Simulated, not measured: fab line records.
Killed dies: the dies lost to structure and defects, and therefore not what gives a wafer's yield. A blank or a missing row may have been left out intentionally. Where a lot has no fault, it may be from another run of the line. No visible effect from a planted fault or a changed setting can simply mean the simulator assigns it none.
Which of the tools did it? / flow berkeley-cmos170 / 45 wafers from 15 lots sampled at 4 of the route's 331 steps

WHAT THE GAUGES SHOWED, per wafer
UCB170_M2_RS_MEAS_02: measurement is done with a four-point probe.
lot=L951; measured=day 7 10:10; on=film-metro-03; M2_AL_RS (ohm/sq)=0.0322 0.0323 0.0325
lot=L954; measured=day 7 21:53; on=film-metro-03; M2_AL_RS (ohm/sq)=0.0162 0.0159 0.0160 0.0161 0.0159 0.0161
lot=L953; measured=day 7 21:54; on=film-metro-01; M2_AL_RS (ohm/sq)=0.0326 0.0325 0.0327
lot=L956; measured=day 8 09:12; on=film-metro-03; M2_AL_RS (ohm/sq)=0.0321 0.0324 0.0319
lot=L955; measured=day 8 17:16; on=film-metro-04; M2_AL_RS (ohm/sq)=0.0323 0.0322 0.0328
lot=L960; measured=day 9 03:23; on=film-metro-01; M2_AL_RS (ohm/sq)=0.0162 0.0159 0.0160 0.0162 0.0160 0.0160
lot=L957; measured=day 9 03:59; on=film-metro-04; M2_AL_RS (ohm/sq)=0.0161 0.0162 0.0160 0.0161 0.0161 0.0160
lot=L963; measured=day 10 00:17; on=film-metro-03; M2_AL_RS (ohm/sq)=0.0323 0.0320 0.0324
lot=L965; measured=day 10 00:34; on=film-metro-01; M2_AL_RS (ohm/sq)=0.0325 0.0323 0.0318
lot=L966; measured=day 10 10:32; on=film-metro-01; M2_AL_RS (ohm/sq)=0.0325 0.0324 0.0332
lot=L967; measured=day 11 07:59; on=film-metro-03; M2_AL_RS (ohm/sq)=0.0319 0.0325 0.0328
lot=L968; measured=day 11 08:13; on=film-metro-04; M2_AL_RS (ohm/sq)=0.0326 0.0327 0.0327
lot=L971; measured=day 12 00:15; on=film-metro-04; M2_AL_RS (ohm/sq)=0.0322 0.0324 0.0329
lot=L969; measured=day 12 00:26; on=film-metro-01; M2_AL_RS (ohm/sq)=0.0330 0.0324 0.0329
lot=L972; measured=day 12 04:28; on=film-metro-01; M2_AL_RS (ohm/sq)=0.0323 0.0321 0.0325

TOOL THAT RAN EACH LOT (tool first, then ch and the chambers of the sampled wafers, then the start)
lot=L951; UCB170_M1_ETCH_11=rie-diel-01 ch 0,2, day 7 04:09; UCB170_V1_ETCH_14=rie-diel-03 ch 0,2,3, day 7 09:35; UCB170_M2_SPUTTER_01=pvd-sputter-02, day 7 10:04
lot=L954; UCB170_M1_ETCH_11=rie-diel-04 ch 0,1, day 7 13:08; UCB170_V1_ETCH_14=rie-diel-04 ch 0,2, day 7 20:41; UCB170_M2_SPUTTER_01=pvd-sputter-03, day 7 21:33
lot=L953; UCB170_M1_ETCH_11=rie-diel-04 ch 1,2,3, day 7 14:18; UCB170_V1_ETCH_14=rie-diel-03 ch 0,1,2, day 7 20:55; UCB170_M2_SPUTTER_01=pvd-sputter-02, day 7 21:47
lot=L956; UCB170_M1_ETCH_11=rie-diel-03 ch 1,2, day 8 02:19; UCB170_V1_ETCH_14=rie-diel-04 ch 1,2, day 8 08:39; UCB170_M2_SPUTTER_01=pvd-sputter-03, day 8 09:07
lot=L955; UCB170_M1_ETCH_11=rie-diel-01 ch 0,1,3, day 8 08:46; UCB170_V1_ETCH_14=rie-diel-03 ch 0,1,3, day 8 16:43; UCB170_M2_SPUTTER_01=pvd-sputter-01, day 8 17:10
lot=L960; UCB170_M1_ETCH_11=rie-diel-03 ch 1,3, day 8 20:41; UCB170_V1_ETCH_14=rie-diel-03 ch 1,2,3, day 9 02:35; UCB170_M2_SPUTTER_01=pvd-sputter-03, day 9 03:02
lot=L957; UCB170_M1_ETCH_11=rie-diel-03 ch 2,3, day 8 21:29; UCB170_V1_ETCH_14=rie-diel-04 ch 1,2,3, day 9 03:11; UCB170_M2_SPUTTER_01=pvd-sputter-02, day 9 03:39
lot=L963; UCB170_M1_ETCH_11=rie-diel-01 ch 0,3, day 9 16:14; UCB170_V1_ETCH_14=rie-diel-04 ch 0,1,2, day 9 23:44; UCB170_M2_SPUTTER_01=pvd-sputter-02, day 10 00:12
lot=L965; UCB170_M1_ETCH_11=rie-diel-03 ch 1,2, day 9 16:47; UCB170_V1_ETCH_14=rie-diel-02 ch 0,2, day 9 23:58; UCB170_M2_SPUTTER_01=pvd-sputter-03, day 10 00:26
lot=L966; UCB170_M1_ETCH_11=rie-diel-01 ch 1,2,3, day 10 03:38; UCB170_V1_ETCH_14=rie-diel-04 ch 0,3, day 10 09:59; UCB170_M2_SPUTTER_01=pvd-sputter-02, day 10 10:28
lot=L967; UCB170_M1_ETCH_11=rie-diel-01 ch 0,3, day 11 00:56; UCB170_V1_ETCH_14=rie-diel-04 ch 0,1,2, day 11 07:22; UCB170_M2_SPUTTER_01=pvd-sputter-03, day 11 07:50
lot=L968; UCB170_M1_ETCH_11=rie-diel-04 ch 0,1,3, day 11 00:57; UCB170_V1_ETCH_14=rie-diel-02 ch 0,1,2, day 11 07:39; UCB170_M2_SPUTTER_01=pvd-sputter-02, day 11 08:07
lot=L971; UCB170_M1_ETCH_11=rie-diel-04 ch 0,2,3, day 11 17:50; UCB170_V1_ETCH_14=rie-diel-03 ch 1,2, day 11 23:42; UCB170_M2_SPUTTER_01=pvd-sputter-01, day 12 00:10
lot=L969; UCB170_M1_ETCH_11=rie-diel-01 ch 0,1,2, day 11 17:53; UCB170_V1_ETCH_14=rie-diel-02 ch 2,3, day 11 23:53; UCB170_M2_SPUTTER_01=pvd-sputter-03, day 12 00:22
lot=L972; UCB170_M1_ETCH_11=rie-diel-04 ch 1,2, day 11 22:20; UCB170_V1_ETCH_14=rie-diel-04 ch 0,2, day 12 03:55; UCB170_M2_SPUTTER_01=pvd-sputter-03, day 12 04:22
- UCB170_M1_ETCH_11: etches BARC in N2/H2.
- UCB170_V1_ETCH_14: etches SiO2 in CHF3/CF4/Ar, stops on Al, target depth 1250 nm, time 291 s.
- UCB170_M2_SPUTTER_01: material Al, target thk 900 nm, time 120 s.

AS READ BY THE TOOLS THEMSELVES (means over the sampled wafers that have a number; for cases with no such wafer, the mark the record gives instead)
UCB170_M1_ETCH_11.
lot=L951; tool=rie-diel-01; drypump-motor-current-A (A)=6.0; n2-flow-sccm (sccm)=100.07; oes-product-au (a.u.)=0.984; throttle-valve-pct (%)=13.48
lot=L954; tool=rie-diel-04; drypump-motor-current-A (A)=6.2; n2-flow-sccm (sccm)=100.13; oes-product-au (a.u.)=0.964; throttle-valve-pct (%)=13.43
lot=L953; tool=rie-diel-04; drypump-motor-current-A (A)=5.8; n2-flow-sccm (sccm)=99.92; oes-product-au (a.u.)=0.962; throttle-valve-pct (%)=13.30
lot=L956; tool=rie-diel-03; drypump-motor-current-A (A)=6.0; n2-flow-sccm (sccm)=100.02; oes-product-au (a.u.)=1.023; throttle-valve-pct (%)=13.49
lot=L955; tool=rie-diel-01; drypump-motor-current-A (A)=5.5; n2-flow-sccm (sccm)=100.31; oes-product-au (a.u.)=0.993; throttle-valve-pct (%)=13.46
lot=L960; tool=rie-diel-03; drypump-motor-current-A (A)=5.4; n2-flow-sccm (sccm)=100.05; oes-product-au (a.u.)=0.983; throttle-valve-pct (%)=13.35
lot=L957; tool=rie-diel-03; drypump-motor-current-A (A)=5.4; n2-flow-sccm (sccm)=99.67; oes-product-au (a.u.)=0.983; throttle-valve-pct (%)=13.31
lot=L963; tool=rie-diel-01; drypump-motor-current-A (A)=5.2; n2-flow-sccm (sccm)=100.21; oes-product-au (a.u.)=0.991; throttle-valve-pct (%)=13.52
lot=L965; tool=rie-diel-03; drypump-motor-current-A (A)=5.8; n2-flow-sccm (sccm)=100.02; oes-product-au (a.u.)=1.005; throttle-valve-pct (%)=13.45
lot=L966; tool=rie-diel-01; drypump-motor-current-A (A)=6.0; n2-flow-sccm (sccm)=99.99; oes-product-au (a.u.)=0.999; throttle-valve-pct (%)=13.45
lot=L967; tool=rie-diel-01; drypump-motor-current-A (A)=5.4; n2-flow-sccm (sccm)=100.06; oes-product-au (a.u.)=0.988; throttle-valve-pct (%)=13.54
lot=L968; tool=rie-diel-04; drypump-motor-current-A (A)=6.0; n2-flow-sccm (sccm)=100.00; oes-product-au (a.u.)=0.979; throttle-valve-pct (%)=13.35
lot=L971; tool=rie-diel-04; drypump-motor-current-A (A)=5.6; n2-flow-sccm (sccm)=99.64; oes-product-au (a.u.)=0.974; throttle-valve-pct (%)=13.38
lot=L969; tool=rie-diel-01; drypump-motor-current-A (A)=5.8; n2-flow-sccm (sccm)=99.80; oes-product-au (a.u.)=1.002; throttle-valve-pct (%)=13.43
lot=L972; tool=rie-diel-04; drypump-motor-current-A (A)=6.0; n2-flow-sccm (sccm)=99.92; oes-product-au (a.u.)=0.957; throttle-valve-pct (%)=13.36

UCB170_V1_ETCH_14.
lot=L951; tool=rie-diel-03; cf4-flow-sccm (sccm)=15.04; drypump-motor-current-A (A)=5.6; mfc-ar-sccm (sccm)=149.7; oes-product-au (a.u.)=0.884; throttle-valve-pct (%)=6.92
lot=L954; tool=rie-diel-04; cf4-flow-sccm (sccm)=15.00; drypump-motor-current-A (A)=5.6; mfc-ar-sccm (sccm)=149.8; oes-product-au (a.u.)=0.874; throttle-valve-pct (%)=7.14
lot=L953; tool=rie-diel-03; cf4-flow-sccm (sccm)=15.02; drypump-motor-current-A (A)=5.8; mfc-ar-sccm (sccm)=150.1; oes-product-au (a.u.)=0.888; throttle-valve-pct (%)=6.98
lot=L956; tool=rie-diel-04; cf4-flow-sccm (sccm)=15.06; drypump-motor-current-A (A)=6.1; mfc-ar-sccm (sccm)=149.7; oes-product-au (a.u.)=0.858; throttle-valve-pct (%)=6.99
lot=L955; tool=rie-diel-03; cf4-flow-sccm (sccm)=15.01; drypump-motor-current-A (A)=5.4; mfc-ar-sccm (sccm)=150.1; oes-product-au (a.u.)=0.882; throttle-valve-pct (%)=6.93
lot=L960; tool=rie-diel-03; cf4-flow-sccm (sccm)=15.03; drypump-motor-current-A (A)=5.6; mfc-ar-sccm (sccm)=150.0; oes-product-au (a.u.)=0.876; throttle-valve-pct (%)=6.97
lot=L957; tool=rie-diel-04; cf4-flow-sccm (sccm)=15.02; drypump-motor-current-A (A)=5.8; mfc-ar-sccm (sccm)=149.8; oes-product-au (a.u.)=0.868; throttle-valve-pct (%)=6.94
lot=L963; tool=rie-diel-04; cf4-flow-sccm (sccm)=15.03; drypump-motor-current-A (A)=5.8; mfc-ar-sccm (sccm)=149.9; oes-product-au (a.u.)=0.871; throttle-valve-pct (%)=7.06
lot=L965; tool=rie-diel-02; cf4-flow-sccm (sccm)=15.02; drypump-motor-current-A (A)=5.8; mfc-ar-sccm (sccm)=149.9; oes-product-au (a.u.)=0.884; throttle-valve-pct (%)=7.08
lot=L966; tool=rie-diel-04; cf4-flow-sccm (sccm)=14.98; drypump-motor-current-A (A)=5.7; mfc-ar-sccm (sccm)=150.4; oes-product-au (a.u.)=0.891; throttle-valve-pct (%)=7.05
lot=L967; tool=rie-diel-04; cf4-flow-sccm (sccm)=15.01; drypump-motor-current-A (A)=5.8; mfc-ar-sccm (sccm)=149.5; oes-product-au (a.u.)=0.872; throttle-valve-pct (%)=7.07
lot=L968; tool=rie-diel-02; cf4-flow-sccm (sccm)=15.02; drypump-motor-current-A (A)=5.5; mfc-ar-sccm (sccm)=149.7; oes-product-au (a.u.)=0.881; throttle-valve-pct (%)=7.02
lot=L971; tool=rie-diel-03; cf4-flow-sccm (sccm)=14.99; drypump-motor-current-A (A)=5.8; mfc-ar-sccm (sccm)=150.0; oes-product-au (a.u.)=0.887; throttle-valve-pct (%)=7.02
lot=L969; tool=rie-diel-02; cf4-flow-sccm (sccm)=14.99; drypump-motor-current-A (A)=5.5; mfc-ar-sccm (sccm)=150.2; oes-product-au (a.u.)=0.879; throttle-valve-pct (%)=7.10
lot=L972; tool=rie-diel-04; cf4-flow-sccm (sccm)=14.99; drypump-motor-current-A (A)=5.6; mfc-ar-sccm (sccm)=150.1; oes-product-au (a.u.)=0.876; throttle-valve-pct (%)=7.13

UCB170_M2_SPUTTER_01.
lot=L951; tool=pvd-sputter-02; chamber-pressure-pa (Pa)=0.4993; throttle-valve-pct (%)=29.3
lot=L954; tool=pvd-sputter-03; chamber-pressure-pa (Pa)=0.4995; throttle-valve-pct (%)=30.3
lot=L953; tool=pvd-sputter-02; chamber-pressure-pa (Pa)=0.5008; throttle-valve-pct (%)=30.4
lot=L956; tool=pvd-sputter-03; chamber-pressure-pa (Pa)=0.5010; throttle-valve-pct (%)=29.3
lot=L955; tool=pvd-sputter-01; chamber-pressure-pa (Pa)=0.4997; throttle-valve-pct (%)=30.4
lot=L960; tool=pvd-sputter-03; chamber-pressure-pa (Pa)=0.5007; throttle-valve-pct (%)=30.3
lot=L957; tool=pvd-sputter-02; chamber-pressure-pa (Pa)=0.5003; throttle-valve-pct (%)=29.7
lot=L963; tool=pvd-sputter-02; chamber-pressure-pa (Pa)=0.4992; throttle-valve-pct (%)=30.4
lot=L965; tool=pvd-sputter-03; chamber-pressure-pa (Pa)=0.5007; throttle-valve-pct (%)=30.2
lot=L966; tool=pvd-sputter-02; chamber-pressure-pa (Pa)=0.5009; throttle-valve-pct (%)=29.3
lot=L967; tool=pvd-sputter-03; chamber-pressure-pa (Pa)=0.4995; throttle-valve-pct (%)=30.2
lot=L968; tool=pvd-sputter-02; chamber-pressure-pa (Pa)=0.4991; throttle-valve-pct (%)=29.5
lot=L971; tool=pvd-sputter-01; chamber-pressure-pa (Pa)=0.4987; throttle-valve-pct (%)=30.3
lot=L969; tool=pvd-sputter-03; chamber-pressure-pa (Pa)=0.4992; throttle-valve-pct (%)=30.1
lot=L972; tool=pvd-sputter-03; chamber-pressure-pa (Pa)=0.5005; throttle-valve-pct (%)=30.1

THE ANSWER, worked out from the rows above alone
Rule: the usual values come from the lots themselves. Put in order of their means at a reading, lots are off if they are a third of the lots or fewer, leave a main group of 4 or more, and stand apart from it by a gap of 3 or more times the standard deviation of the main group's means; of several such gaps the widest counts. The tables above print the reading to a certain number of digits; a main group whose means all agree to those digits is not used. Also off: a lot with no number at a reading for which 4 or more lots have one. Any other lot the step has rows for is counted as sound. The gauges are gone through in route order, then the tools' own readings, and for those a lot's mean is taken as printed above. At the first step where some lot is off, the reading lying furthest off is the one used; lots without a number count as furthest.
Off: at UCB170_M2_RS_MEAS_02 (M2_AL_RS), L954, L960, L957. The main group has a mean of 0.0324 ohm/sq with a standard deviation of 0.0002.
If a tool, at a process step before that reading, ran all the lots that are off and no sound lot after the first of them, it fits. The gauges at UCB170_M2_RS_MEAS_02 are tried like those tools. None of those tried fits.

WHAT THE SIMULATOR HAD PUT IN
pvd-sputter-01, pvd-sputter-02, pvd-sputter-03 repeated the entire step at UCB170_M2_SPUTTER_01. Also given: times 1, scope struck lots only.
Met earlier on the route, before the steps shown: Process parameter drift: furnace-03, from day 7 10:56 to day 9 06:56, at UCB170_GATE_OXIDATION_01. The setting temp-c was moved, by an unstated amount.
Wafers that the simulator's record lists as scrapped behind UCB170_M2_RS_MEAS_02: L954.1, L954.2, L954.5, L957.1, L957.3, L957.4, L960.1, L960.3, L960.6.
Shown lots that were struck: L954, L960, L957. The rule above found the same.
